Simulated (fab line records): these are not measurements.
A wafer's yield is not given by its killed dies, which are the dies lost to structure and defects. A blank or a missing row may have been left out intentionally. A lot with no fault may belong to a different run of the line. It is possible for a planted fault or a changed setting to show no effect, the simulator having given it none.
Matching of chambers :: flow berkeley_cmos170 :: UCB170_SPACER_CVD_00 on pecvd-03 has 3 sister chambers
The step deposits SiO2 from TEOS/O2, target thk 376 nm, time 47 s. 3 wafers are shown with their chamber, then 10 later ones without.

## WAFERS WITH THEIR CHAMBER
wafer: L087.6
chamber: 2
heater_power_w (W): 228

wafer: L089.1
chamber: 0
heater_power_w (W): 385

wafer: L089.2
chamber: 1
heater_power_w (W): 354

## WAFERS WITH NO CHAMBER GIVEN
wafer: L089.3
heater_power_w (W): 313

wafer: L089.4
heater_power_w (W): 319

wafer: L089.5
heater_power_w (W): 258

wafer: L089.6
heater_power_w (W): 402

wafer: L094.3
heater_power_w (W): 355

wafer: L094.4
heater_power_w (W): 374

wafer: L094.5
heater_power_w (W): 251

wafer: L097.2
heater_power_w (W): 248

wafer: L097.3
heater_power_w (W): 335

wafer: L097.6
heater_power_w (W): 258

## WHICH CHAMBER EACH WENT THROUGH
wafer: L089.3
from the rows above: can't be placed: 1 or 0 or 2
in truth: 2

wafer: L089.4
from the rows above: can't be placed: 1 or 0
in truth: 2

wafer: L089.5
from the rows above: 2
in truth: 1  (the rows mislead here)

wafer: L089.6
from the rows above: can't be placed: 0 or 1
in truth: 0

wafer: L094.3
from the rows above: can't be placed: 1 or 0
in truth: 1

wafer: L094.4
from the rows above: can't be placed: 0 or 1
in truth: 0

wafer: L094.5
from the rows above: 2
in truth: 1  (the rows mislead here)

wafer: L097.2
from the rows above: 2
in truth: 2

wafer: L097.3
from the rows above: can't be placed: 1 or 0
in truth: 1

wafer: L097.6
from the rows above: 2
in truth: 2
Correct placement for 2 of the 10. Cannot be placed on the basis of these rows: 6; the candidates contain the true chamber in 5. Wrongly placed: 2.
How it was worked out, from the rows above alone: a wafer's distance from a chamber is the root of the sum, over the readings, of the square of ((its reading less the chamber's mean) divided by the reading's scatter). The wafer belongs to the nearest chamber; if the next one is less than 2 further off, it can't be placed. A chamber's mean is the mean of its shown wafers. The scatter (one wafer shown for each chamber): square how far every hidden wafer sits from the nearest shown wafer, average those squares and take the square root.
